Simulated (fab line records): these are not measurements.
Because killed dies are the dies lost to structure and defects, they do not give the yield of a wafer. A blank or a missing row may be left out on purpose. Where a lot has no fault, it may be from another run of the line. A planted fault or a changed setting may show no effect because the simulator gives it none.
Split-lot trial ; flow rit cmos ; 23 wafers read from 5 lots, route of 202 steps

SPLIT DETAILS
At RIT_GATE_EXPOSE_13 (exposes mask M6, target cd 150 nm), the setting dose mj was moved away from the recipe's 380 on 10 of the 23 wafers read, by -3.9% to +7.2%. For the rest of the wafers, this setting stayed at what the recipe calls for.

FROM THE SPLIT TO THE READING: what the file shows between them, 4 steps
- RIT_GATE_PEB_14
- RIT_GATE_DEVELOP_15: develop time 52.08 s
- RIT_GATE_CD_MEAS_16: target cd 150 nm
- RIT_GATE_STRIP_20: strips in O2, time 180 s (also split here: o2 flow sccm)

THE READING
cd nm, in nm, at RIT_GATE_CD_MEAS_90 (target cd 150 nm). Typical for fault-free wafers on this fab line: 150 nm, with standard deviation 3.1 nm.

wafer;tool, chamber at the split;dose mj as run;against the recipe;cd nm, nm;against lot-mates on the recipe
L074.1;iline stepper-01, 0;380;recipe;149;-
L074.2;iline stepper-01, 0;380;recipe;148;-
L074.3;iline stepper-01, 0;365.3;-3.9%;171;+23
L074.5;iline stepper-01, 0;365.3;-3.9%;171;+23
L074.6;iline stepper-01, 0;380;recipe;148;-
L075.1;iline stepper-01, 0;380;recipe;150;-
L075.2;iline stepper-01, 0;369.4;-2.8%;168;+18
L075.3;iline stepper-01, 0;380;recipe;150;-
L075.5;iline stepper-01, 0;380;recipe;149;-
L075.6;iline stepper-01, 0;369.4;-2.8%;164;+14
L077.1;iline stepper-02, 0;380;recipe;152;-
L077.2;iline stepper-02, 0;380;recipe;152;-
L077.3;iline stepper-02, 0;407.4;+7.2%;116;-36
L077.4;iline stepper-02, 0;407.4;+7.2%;116;-36
L077.5;iline stepper-02, 0;407.4;+7.2%;116;-36
L083.1;iline stepper-01, 0;380;recipe;148;-
L083.4;iline stepper-01, 0;380;recipe;145;-
L083.5;iline stepper-01, 0;380;recipe;146;-
L085.1;iline stepper-01, 0;380;recipe;154;-
L085.2;iline stepper-01, 0;380;recipe;153;-
L085.4;iline stepper-01, 0;390.7;+2.8%;141;-12
L085.5;iline stepper-01, 0;390.7;+2.8%;138;-16
L085.6;iline stepper-01, 0;390.7;+2.8%;136;-18

FIT RESULTS
A straight line over all 23 wafers: cd nm changes by -4.86 nm for each +1% of dose mj; r = -0.99; the points scatter about the line by 2.6 nm.
The same after taking each lot's own level away (the mean of its wafers on the recipe; 23 wafers): -5.25 nm for each +1%; r = -1.00; scatter 1.5 nm.
That fit puts the effect of the largest move of dose mj on the reading at 38 nm.
Measured against the standard deviation above, the lots' own levels, which go from 146.3 to 153.5 nm, span 2.3 times it.
The two slopes agree, so the slope changes little with the lot-to-lot level.
Check: with one of the wafers moved furthest among these (+7.2%) left out of the fit, the line predicts -37.7 nm for it against its lot-mates. It came out at -36 nm against them.

THE OTHER SPLITS THESE WAFERS WENT THROUGH
Other splits were also applied to these wafers ahead of the reading. Each is held against what the fit with the lots' levels taken away leaves over:
other split on the same wafers;wafers away from the commonest value;r with cd nm (lot level and that fit taken away)
RIT_GATE_OXIDATION_05 temp c;18;+0.00
RIT_GATE_STRIP_20 o2 flow sccm;10;-0.04

THE WHOLE CHAIN: every reading that the file lists as answering this split, in the file's order
step;what it does;reading;change (the file's fit);r (the file's)
RIT_GATE_DEVELOP_15;develop time 52.08 s;GATE.cd nm (the simulator's own value, which no gauge read);-5.24 nm for each +1% of the setting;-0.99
RIT_GATE_CD_MEAS_16;target cd 150 nm;cd nm;-5.23 nm for each +1% of the setting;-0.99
RIT_GATE_CD_MEAS_90;target cd 150 nm;cd nm;-5.29 nm for each +1% of the setting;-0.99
RIT_M1_PROBE_99;;etest.pmos_0p15.r on ohm um (the simulator's own value, which no gauge read);-113 for each +1% of the setting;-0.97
RIT_M1_PROBE_99;;etest.pmos turned.r on ohm um (the simulator's own value, which no gauge read);-114 for each +1% of the setting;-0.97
RIT_M1_PROBE_99;;etest.nmos_0p15.r on ohm um (the simulator's own value, which no gauge read);-35.5 for each +1% of the setting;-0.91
RIT_M1_PROBE_99;;etest.nmos_0p15.drive ua um (the simulator's own value, which no gauge read);+27.1 for each +1% of the setting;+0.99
RIT_M1_PROBE_99;;etest.pmos_0p15.drive ua um (the simulator's own value, which no gauge read);+17.5 for each +1% of the setting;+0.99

THE FILE'S OWN FIT
cd nm changes by -5.29 nm for each +1% of dose mj, r = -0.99.
